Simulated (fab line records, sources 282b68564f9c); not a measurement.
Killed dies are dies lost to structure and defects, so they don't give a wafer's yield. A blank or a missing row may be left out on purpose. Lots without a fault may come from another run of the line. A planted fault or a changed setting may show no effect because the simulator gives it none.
fab line records | flow rit_cmos | part 2 of 2: steps 27 to 27 of 27
record lots=5 wafers=23
route steps=202 shown ACTIVE@4 NWELL@29 PWELL@47 WELLDRIVE@50 PRETRO@72 GATE@87 NLDD@105 SPACER@128 NSD@139 M1@202
start_h: hours from the record's first day to the start of the lot's first wafer shown | wait_h: hours since the lot's step before | " the same as in the row above | L1.1+2: a row that stands for several wafers | - no value, or no start given | * or withheld: withheld | < > ~ a bound
route shown NAME@n: a module of which the file shows steps, and the number in the route of the first | usual: mean/standard deviation of fault-free wafers | same: alike in all rows | chamber/n: place in a boat | sites: the reading at each site | _std_site: their standard deviation | _edge_site: outer sites' mean less inner sites' | radius_mm: how far each site lies from the wafer's centre | mask NAME#n: copy n | behind: the tool/chamber that last shaped the wafer | hold: why the lot was held/for how many hours/how that ended | device: the transistor (n, p or np) that didn't switch | end of line: the same wafers' tests at the end of the route | a step without rows: its recipe alone | killed: dies lost to structure and defects at the first sort, not the wafer's yield | map: a wafer's dies, x killed, . not, _ none there
set.NAME: the setting as run; set.NAME@STEP: as run at that earlier step | model.NAME: the simulator's own value behind a step, which no gauge read
lots whose settings were changed on purpose; a table a step, a row a wafer
## steps
# step RIT_M1_PROBE_99
# usual killed_at_contacts=0.1/0.25 killed_at_front_end=6.8/2.9 killed_dies=6.8/2.9 killed_open=3.3/1.9 killed_short=3.4/2
# same gross_dies=264 killed_at_M0_to_M3=0 killed_at_M4_up=0 killed_at_back_side=0 killed_at_other=0
# columns lot.wafer tool chamber start_h wait_h set.dose_mj@GATE_EXPOSE_13 set.time_s@SPACER_ETCHBACK_05 killed_at_contacts killed_at_front_end killed_dies killed_open killed_short model.etest.nmos_0p15.drive_ua_um model.etest.nmos_0p15.r_on_ohm_um model.etest.nplus_sal.width_nm model.etest.pmos_0p15.r_on_ohm_um model.etest.pmos_0p3.r_on_ohm_um model.etest.pmos_turned.r_on_ohm_um model.etest.pplus_sal.width_nm
L074.2 prober-02 - 60.43 0.1 363.4 265.9 0 25 25 3 4 - - - - - - -
L074.3 prober-02 - 60.48 0.2 380 240 0 8 8 3 5 458.8 1219 3459 2721 6336 3416 3466
L074.4 prober-02 - 60.53 0.2 380 240 0 4 4 3 1 442.5 1247 3469 2832 6397 3448 3475
L074.5 prober-02 - 60.58 0.2 363.4 265.9 0 24 24 7 9 - - - - - - -
L074.6 prober-02 - 60.63 0.2 363.4 240 0 34 34 1 3 376.4 1379 3471 3282 6536 3946 3454
L075.2 prober-01 - 68.16 0.1 380 240 1 9 10 3 5 462.3 1272 3488 2942 6513 3664 3490
L075.3 prober-01 - 68.21 0.2 387.6 240 0 9 9 6 3 508.1 1154 3468 2669 6270 3368 3480
L075.4 prober-01 - 68.26 0.2 380 240 0 7 7 1 3 466.4 1256 3500 2900 6489 3631 3504
L075.5 prober-01 - 68.31 0.2 387.6 240 0 7 7 4 2 523.7 1137 3494 2614 6329 3376 3499
L075.6 prober-01 - 68.36 0.2 387.6 240 0 8 8 4 3 524.2 1122 3478 2522 6234 3262 3486
L076.1 prober-02 - 71.86 0.1 365.1 268.9 1 39 40 3 3 379.8 1410 3517 3386 6579 4015 3492
L076.2 prober-02 - 71.91 0.1 365.1 268.9 0 38 38 5 0 386.2 1382 3500 3288 6559 3896 3487
L076.4 prober-02 - 72.01 0.2 380 240 0 9 9 2 7 470.6 1104 3429 2745 6424 3348 3406
L076.5 prober-02 - 72.06 0.2 380 268.9 0 9 9 5 4 466.8 1247 3503 2837 6420 3481 3492
L076.6 prober-02 - 72.11 0.2 365.1 240 0 22 22 2 2 404.7 1214 3420 3122 6463 3720 3432
L077.2 prober-01 - 77.00 0.1 404 229.4 0 231 231 0 3 685.7 838.7 3445 1875 5722 2532 3432
L077.3 prober-01 - 77.05 0.2 404 240 0 178 178 3 2 675.7 851.1 3456 1917 5721 2516 3447
L077.4 prober-01 - 77.10 0.2 380 240 0 8 8 6 2 485.9 1146 3438 2753 6208 3361 3464
L077.5 prober-01 - 77.15 0.2 380 229.4 0 7 7 3 4 479.9 1055 3413 2654 6069 3258 3414
L077.6 prober-01 - 77.20 0.2 380 229.4 0 4 4 2 2 489 1037 3438 2582 6104 3191 3442
L082.1 prober-02 - 99.09 0.1 380 240 0 8 8 2 6 476.3 1114 3448 2725 6266 3363 3448
L082.4 prober-02 - 99.24 0.2 380 240 0 6 6 3 3 479.3 1082 3458 2668 6321 3322 3439
L082.5 prober-02 - 99.29 0.2 380 240 0 13 13 10 3 478 1112 3453 2726 6349 3398 3472
# killed by level:class
L074.2 GATE:area_expose=18 FOX1:geometric_particle:short=2 GATE:geometric_particle:open=2 FOX2:geometric_particle:open=1 FOX2:geometric_particle:short=1 GATE:geometric_particle:short=1
L074.3 FOX1:geometric_particle:short=2 GATE:geometric_particle:short=2 GATE:geometric_particle:open=2 FOX1:geometric_particle:open=1 SILICIDE:geometric_particle:short=1
L074.4 FOX1:geometric_particle:open=2 SILICIDE:geometric_particle:short=1 SILICIDE:geometric_particle:open=1
L074.5 GATE:area_expose=8 GATE:geometric_particle:short=3 GATE:geometric_particle:open=2 REOX:geometric_particle:short=2 SILICIDE:geometric_particle:open=2 ACTIVE:geometric_particle:short=1 FOX1:geometric_particle:short=1 FOX2:geometric_particle:open=1
L074.6 GATE:area_expose=30 FOX1:geometric_particle:short=1 GATE:geometric_particle:short=1 SILICIDE:geometric_particle:short=1 SILICIDE:geometric_particle:open=1
L075.2 GATE:geometric_particle:short=3 GATE:geometric_particle:open=2 NLDD:coat_microbubble_printed=2 FOX1:geometric_particle:open=1 REOX:geometric_particle:short=1 CONTACT:geometric_particle:short=1
L075.3 GATE:geometric_particle:open=6 GATE:geometric_particle:short=3
L075.4 NLDD:coat_microbubble_printed=3 FOX1:geometric_particle:short=2 GATE:geometric_particle:open=1 REOX:geometric_particle:short=1
L075.5 FOX1:geometric_particle:open=2 GATE:geometric_particle:short=2 GATE:geometric_particle:open=1 REOX:geometric_particle:open=1 NLDD:coat_microbubble_printed=1
L075.6 GATE:geometric_particle:open=3 GATE:geometric_particle:short=2 REOX:geometric_particle:open=1 REOX:geometric_particle:short=1 GATE:area_expose=1
L076.1 GATE:area_expose=34 FOX2:geometric_particle:short=2 SILICIDE:geometric_particle:open=2 GATE:geometric_particle:open=1 CONTACT:geometric_particle:short=1
L076.2 GATE:area_expose=33 GATE:geometric_particle:open=2 SPACER:geometric_particle:open=1 FOX1:geometric_particle:open=1 SILICIDE:geometric_particle:open=1
L076.4 GATE:geometric_particle:short=4 REOX:geometric_particle:short=2 FOX2:geometric_particle:short=1 FOX2:geometric_particle:open=1 GATE:geometric_particle:open=1
L076.5 FOX1:geometric_particle:open=2 GATE:geometric_particle:short=2 GATE:geometric_particle:open=2 ACTIVE:geometric_particle:short=1 SILICIDE:geometric_particle:short=1 SILICIDE:geometric_particle:open=1
L076.6 GATE:area_expose=18 FOX1:geometric_particle:open=1 GATE:geometric_particle:open=1 GATE:geometric_particle:short=1 REOX:geometric_particle:short=1
L077.2 GATE:area_expose=228 FOX1:geometric_particle:short=1 FOX2:geometric_particle:short=1 GATE:geometric_particle:short=1
L077.3 GATE:area_expose=173 GATE:geometric_particle:short=2 GATE:geometric_particle:open=2 SILICIDE:geometric_particle:open=1
L077.4 FOX2:geometric_particle:open=2 GATE:geometric_particle:open=2 SILICIDE:geometric_particle:open=2 REOX:geometric_particle:short=1 SILICIDE:geometric_particle:short=1
L077.5 GATE:geometric_particle:open=2 FOX1:geometric_particle:open=1 FOX1:geometric_particle:short=1 FOX2:geometric_particle:short=1 GATE:geometric_particle:short=1 REOX:geometric_particle:short=1
L077.6 GATE:geometric_particle:open=2 FOX1:geometric_particle:short=1 SILICIDE:geometric_particle:short=1
L082.1 FOX1:geometric_particle:short=4 GATE:geometric_particle:short=2 REOX:geometric_particle:open=1 SPACER:geometric_particle:open=1
L082.4 REOX:geometric_particle:open=2 FOX2:geometric_particle:short=1 GATE:geometric_particle:short=1 GATE:geometric_particle:open=1 SPACER:geometric_particle:short=1
L082.5 GATE:geometric_particle:open=5 FOX1:geometric_particle:open=2 REOX:geometric_particle:open=2 FOX2:geometric_particle:open=1 FOX2:geometric_particle:short=1 GATE:geometric_particle:short=1 REOX:geometric_particle:short=1
## key
split step=RIT_ACTIVE_CVD_03 setting=pressure_mtorr stated=300 by=lot
response step=RIT_ACTIVE_CVD_03 reading=model.Si3N4_of_ACTIVE_CVD_03.thk_nm change=+0.407 per=1% r=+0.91
split step=RIT_NWELL_COAT_01 setting=resist_thk_nm stated=1300 by=wafer
response step=RIT_NWELL_COAT_01 reading=model.NOVOLAK_of_NWELL_COAT_01.thk_nm change=+13 per=1% r=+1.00
response step=RIT_NWELL_HARDBAKE_07 reading=model.NOVOLAK_of_NWELL_COAT_01.thk_nm change=+11.2 per=1% r=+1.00
split step=RIT_NWELL_DEVELOP_05 setting=develop_time_s stated=68 by=wafer
response none clear
split step=RIT_PWELL_IMPLANT_08 setting=dose_cm2 stated=7e+13 by=wafer
response step=RIT_WELLDRIVE_RS_MEAS_02 reading=PWELL_RS change=-2.66 per=1% r=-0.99
split step=RIT_PRETRO_IMPLANT_08 setting=energy_kev stated=45 by=wafer
response step=RIT_PRETRO_IMPLANT_08 reading=model.implant.rp_nm change=+1.34 per=1% r=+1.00
response step=RIT_PRETRO_IMPLANT_08 reading=model.implant.drp_nm change=+0.324 per=1% r=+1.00
split step=RIT_GATE_COAT_11 setting=spin_rpm stated=4250 by=wafer
response step=RIT_GATE_COAT_11 reading=model.NOVOLAK_of_GATE_COAT_11.thk_nm change=-4.09 per=1% r=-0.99
response step=RIT_GATE_HARDBAKE_18 reading=model.NOVOLAK_of_GATE_COAT_11.thk_nm change=-3.58 per=1% r=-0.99
split step=RIT_GATE_EXPOSE_13 setting=dose_mj stated=380 by=wafer
response step=RIT_GATE_CD_MEAS_16 reading=cd_nm change=-5.39 per=1% r=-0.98
response step=RIT_GATE_ETCH_19 reading=model.GATE.cd_nm change=-5.44 per=1% r=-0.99
response step=RIT_GATE_CD_MEAS_90 reading=cd_nm change=-5.39 per=1% r=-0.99
response step=RIT_M1_PROBE_99 reading=model.etest.pmos_turned.r_on_ohm_um change=-120 per=1% r=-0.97
response step=RIT_M1_PROBE_99 reading=model.etest.pmos_0p15.r_on_ohm_um change=-123 per=1% r=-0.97
response step=RIT_M1_PROBE_99 reading=model.etest.nmos_0p15.r_on_ohm_um change=-38.9 per=1% r=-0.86
response step=RIT_M1_PROBE_99 reading=model.etest.pmos_0p3.r_on_ohm_um change=-55.2 per=1% r=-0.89
response step=RIT_M1_PROBE_99 reading=model.etest.nmos_0p15.drive_ua_um change=+26.2 per=1% r=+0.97
split step=RIT_NLDD_SOFTBAKE_02 setting=temp_c stated=90 by=wafer
response step=RIT_NLDD_DEVELOP_05 reading=model.NOVOLAK_of_NLDD_COAT_01.thk_nm change=-1.98 per=1% r=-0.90
split step=RIT_SPACER_CVD_03 setting=time_s stated=3300 by=lot
response step=RIT_SPACER_CVD_03 reading=model.Si3N4_of_SPACER_CVD_03.thk_nm change=+2.38 per=1% r=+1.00
response step=RIT_SPACER_THK_MEAS_04 reading=SPACER_NITRIDE_THK change=+2.39 per=1% r=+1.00
response step=RIT_SPACER_ETCHBACK_05 reading=model.etch.depth_nm change=+2.38 per=1% r=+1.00
response step=RIT_SPACER_ETCHBACK_05 reading=model.Si3N4_of_SPACER_CVD_03.thk_nm change=+1.74 per=1% r=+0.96
split step=RIT_SPACER_ETCHBACK_05 setting=time_s stated=240 by=wafer
response step=RIT_SPACER_ETCHBACK_05 reading=model.Si3N4_of_SPACER_CVD_03.thk_nm change=-0.52 per=1% r=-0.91
response step=RIT_SPACER_ETCHBACK_05 reading=model.poly-Si_of_GATE_CVD_08.thk_nm change=-0.494 per=1% r=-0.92
response step=RIT_M1_PROBE_99 reading=model.etest.nplus_sal.width_nm change=+6.4 per=1% r=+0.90
response step=RIT_M1_PROBE_99 reading=model.etest.pplus_sal.width_nm change=+5.93 per=1% r=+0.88
split step=RIT_NSD_IMPLANT_08 setting=energy_kev stated=25 by=wafer
response step=RIT_NSD_IMPLANT_08 reading=model.implant.rp_nm change=+0.219 per=1% r=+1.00
response step=RIT_NSD_IMPLANT_08 reading=model.implant.drp_nm change=+0.0892 per=1% r=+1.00
